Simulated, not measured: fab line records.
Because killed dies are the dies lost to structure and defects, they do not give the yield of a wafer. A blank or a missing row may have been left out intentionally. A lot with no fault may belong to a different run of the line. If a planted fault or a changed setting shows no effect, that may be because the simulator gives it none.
Which tool is to blame? / flow berkeley-cmos170 / 42 wafers from 14 lots sampled at 4 of the route's 331 steps

== WHAT EACH GAUGE READ, for each wafer ==
UCB170_PWELL_THK_MEAS_06. Usual: PWELL_NITRIDE_THK gives 221.0 nm (standard deviation 2).
lot=L936; measured=day 3 09:35; on=film-metro-04; PWELL_NITRIDE_THK (nm)=222.5 221.2 222.3; flag=
lot=L937; measured=day 3 16:40; on=film-metro-04; PWELL_NITRIDE_THK (nm)=222.2 221.3 218.6; flag=
lot=L939; measured=day 3 23:40; on=film-metro-01; PWELL_NITRIDE_THK (nm)=219.5 222.1 220.4; flag=
lot=L938; measured=day 3 23:41; on=film-metro-02; PWELL_NITRIDE_THK (nm)=221.4 222.4 221.1; flag=
lot=L940; measured=day 4 07:59; on=film-metro-01; PWELL_NITRIDE_THK (nm)=222.6 220.2 222.9; flag=
lot=L941; measured=day 4 08:01; on=film-metro-04; PWELL_NITRIDE_THK (nm)=220.7 221.2 222.2; flag=
lot=L942; measured=day 4 08:03; on=film-metro-01; PWELL_NITRIDE_THK (nm)=220.7 219.7 220.7; flag=
lot=L944; measured=day 4 22:47; on=film-metro-01; PWELL_NITRIDE_THK (nm)=220.7 218.6 218.8; flag=
lot=L943; measured=day 4 22:48; on=film-metro-04; PWELL_NITRIDE_THK (nm)=220.0 219.7 219.4; flag=
lot=L951; measured=day 6 23:55; on=film-metro-01; PWELL_NITRIDE_THK (nm)=220.9 217.9 219.0; flag=
lot=L956; measured=day 7 22:55; on=film-metro-02; PWELL_NITRIDE_THK (nm)=221.6 220.5 221.2; flag=
lot=L957; measured=day 8 05:48; on=film-metro-04; PWELL_NITRIDE_THK (nm)=221.1 223.9 222.2; flag=
lot=L958; measured=day 8 05:48; on=film-metro-02; PWELL_NITRIDE_THK (nm)=217.5 218.0 217.5; flag=
lot=L959; measured=day 8 12:20; on=film-metro-04; PWELL_NITRIDE_THK (nm)=222.6 221.0 223.2; flag=

UCB170_NVT_TW_MEAS_09. Usual: NVT_TW gives 525 (standard deviation 5.4).
lot=L936; measured=day 6 20:59; on=film-metro-01; NVT_TW=534 532 534; flag=
lot=L937; measured=day 7 03:05; on=film-metro-04; NVT_TW=522 524 527; flag=
lot=L939; measured=day 7 10:43; on=film-metro-03; NVT_TW=520 523 522; flag=
lot=L938; measured=day 7 10:29; on=film-metro-03; NVT_TW=520 520 519; flag=
lot=L940; measured=day 7 21:03; on=film-metro-01; NVT_TW=531 531 533; flag=
lot=L941; measured=day 7 21:10; on=film-metro-03; NVT_TW=521 520 522; flag=
lot=L942; measured=day 7 20:47; on=film-metro-03; NVT_TW=524 520 523; flag=
lot=L944; measured=day 8 08:03; on=film-metro-01; NVT_TW=527 531 530; flag=
lot=L943; measured=day 8 08:32; on=film-metro-03; NVT_TW=519 522 521; flag=
lot=L951; measured=day 10 10:28; on=film-metro-01; NVT_TW=531 533 531; flag=
lot=L956; measured=day 11 04:05; on=film-metro-01; NVT_TW=530 533 533; flag=
lot=L957; measured=day 11 16:02; on=film-metro-03; NVT_TW=518 522 522; flag=
lot=L958; measured=day 11 16:19; on=film-metro-03; NVT_TW=517 517 516; flag=
lot=L959; measured=day 11 20:46; on=film-metro-03; NVT_TW=518 521 515; flag=

UCB170_GATE_THK_MEAS_02. Usual: GATE_OXIDE_THK gives 6.58 nm (standard deviation 0.15).
lot=L936; measured=day 7 03:50; on=film-metro-01; GATE_OXIDE_THK (nm)=6.71 6.67 6.66; flag=
lot=L937; measured=day 7 17:10; on=film-metro-01; GATE_OXIDE_THK (nm)=6.71 6.66 6.79; flag=
lot=L939; measured=day 7 17:13; on=film-metro-01; GATE_OXIDE_THK (nm)=6.57 6.70 6.61; flag=
lot=L938; measured=day 7 17:10; on=film-metro-02; GATE_OXIDE_THK (nm)=6.57 6.58 6.53; flag=
lot=L940; measured=day 8 07:11; on=film-metro-01; GATE_OXIDE_THK (nm)=6.56 6.67 6.72; flag=
lot=L941; measured=day 8 07:13; on=film-metro-03; GATE_OXIDE_THK (nm)=6.55 6.66 6.76; flag=
lot=L942; measured=day 8 07:11; on=film-metro-02; GATE_OXIDE_THK (nm)=6.60 6.71 6.58; flag=
lot=L944; measured=day 8 15:51; on=film-metro-02; GATE_OXIDE_THK (nm)=6.76 6.76 6.74; flag=
lot=L943; measured=day 8 15:52; on=film-metro-01; GATE_OXIDE_THK (nm)=6.69 6.70 6.70; flag=
lot=L951; measured=day 10 19:12; on=film-metro-02; GATE_OXIDE_THK (nm)=6.90 6.81 6.76; flag=
lot=L956; measured=day 11 11:25; on=film-metro-01; GATE_OXIDE_THK (nm)=6.52 6.55 6.58; flag=
lot=L957; measured=day 12 02:47; on=film-metro-02; GATE_OXIDE_THK (nm)=6.27 6.33 6.36; flag=
lot=L958; measured=day 12 02:47; on=film-metro-01; GATE_OXIDE_THK (nm)=6.33 6.33 6.11; flag=
lot=L959; measured=day 12 09:00; on=film-metro-02; GATE_OXIDE_THK (nm)=6.65 6.70 6.54; flag=

== WHICH TOOL RAN EACH LOT (tool, then ch and the chambers of the sampled wafers, then the start) ==
lot=L936; UCB170_NVT_IMPLANT_07=implanter-02 ch 0, day 6 20:44
lot=L937; UCB170_NVT_IMPLANT_07=implanter-02 ch 0, day 7 02:52
lot=L939; UCB170_NVT_IMPLANT_07=implanter-02 ch 0, day 7 10:28
lot=L938; UCB170_NVT_IMPLANT_07=implanter-01 ch 0, day 7 10:14
lot=L940; UCB170_NVT_IMPLANT_07=implanter-01 ch 0, day 7 20:48
lot=L941; UCB170_NVT_IMPLANT_07=implanter-02 ch 0, day 7 20:58
lot=L942; UCB170_NVT_IMPLANT_07=implanter-03 ch 0, day 7 20:32
lot=L944; UCB170_NVT_IMPLANT_07=implanter-01 ch 0, day 8 07:48
lot=L943; UCB170_NVT_IMPLANT_07=implanter-02 ch 0, day 8 08:19
lot=L951; UCB170_NVT_IMPLANT_07=implanter-03 ch 0, day 10 10:15
lot=L956; UCB170_NVT_IMPLANT_07=implanter-03 ch 0, day 11 03:51
lot=L957; UCB170_NVT_IMPLANT_07=implanter-01 ch 0, day 11 15:47
lot=L958; UCB170_NVT_IMPLANT_07=implanter-01 ch 0, day 11 16:04
lot=L959; UCB170_NVT_IMPLANT_07=implanter-02 ch 0, day 11 20:31
- UCB170_NVT_IMPLANT_07

== WHAT THE TOOLS THEMSELVES READ (means of the sampled wafers that have a number; where no wafer has one, the mark that the record gives instead) ==
UCB170_NVT_IMPLANT_07. Usual: dose-ions-cm2 at 2.999e+12, with a standard deviation of 3.5e+09.
lot=L936 tool=implanter-02 dose-ions-cm2=2.999e+12 flag=
lot=L937 tool=implanter-02 dose-ions-cm2=2.998e+12 flag=
lot=L939 tool=implanter-02 dose-ions-cm2=2.998e+12 flag=
lot=L938 tool=implanter-01 dose-ions-cm2=2.997e+12 flag=
lot=L940 tool=implanter-01 dose-ions-cm2=3.001e+12 flag=
lot=L941 tool=implanter-02 dose-ions-cm2=3.001e+12 flag=
lot=L942 tool=implanter-03 dose-ions-cm2=3.002e+12 flag=
lot=L944 tool=implanter-01 dose-ions-cm2=2.995e+12 flag=
lot=L943 tool=implanter-02 dose-ions-cm2=3.002e+12 flag=
lot=L951 tool=implanter-03 dose-ions-cm2=2.951e+12 flag=OFF
lot=L956 tool=implanter-03 dose-ions-cm2=2.952e+12 flag=OFF
lot=L957 tool=implanter-01 dose-ions-cm2=2.999e+12 flag=
lot=L958 tool=implanter-01 dose-ions-cm2=3.001e+12 flag=
lot=L959 tool=implanter-02 dose-ions-cm2=2.999e+12 flag=

== THE ANSWER, worked out from the rows above alone ==
Rule: a lot is off if the mean of its wafers that have a number lies more than 3 standard deviations from the usual mean. A lot without any number at a reading at which 4 lots or more have one is off too. All remaining lots with rows at the step are treated as sound. Order of review: gauges by route order, followed by the tools' own readings, for which a lot's mean as printed above is used. The first step at which some lot is off is used, and at that step the reading that is off furthest; a lot without a number counts as furthest.
Off, at UCB170_NVT_IMPLANT_07 on dose-ions-cm2: L951, L956.
If a tool, at that step or one of the process steps before it, ran each lot that is off and ran no sound lot following the first of them, it fits. One fits: UCB170_NVT_IMPLANT_07 on implanter-03. Its last sound lot is L942 (day 7 20:32), its first lot that is off L951 (day 10 10:15): a fault that began between those two fits.
On the lots that are off, the tool's own readings at UCB170_NVT_IMPLANT_07 differ by more than 5 times the standard deviation of the sound lots' means, which bears it out; dose-ions-cm2 reads 2.952e+12 there versus 2.999e+12 on the sound lots.

== WHAT WAS PUT IN BY THE SIMULATOR ==
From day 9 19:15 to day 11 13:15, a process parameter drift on implanter-03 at UCB170_NVT_IMPLANT_07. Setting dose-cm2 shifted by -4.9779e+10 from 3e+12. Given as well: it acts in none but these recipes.
Lots struck among those shown: L951, L956. Same finding as the rule above.
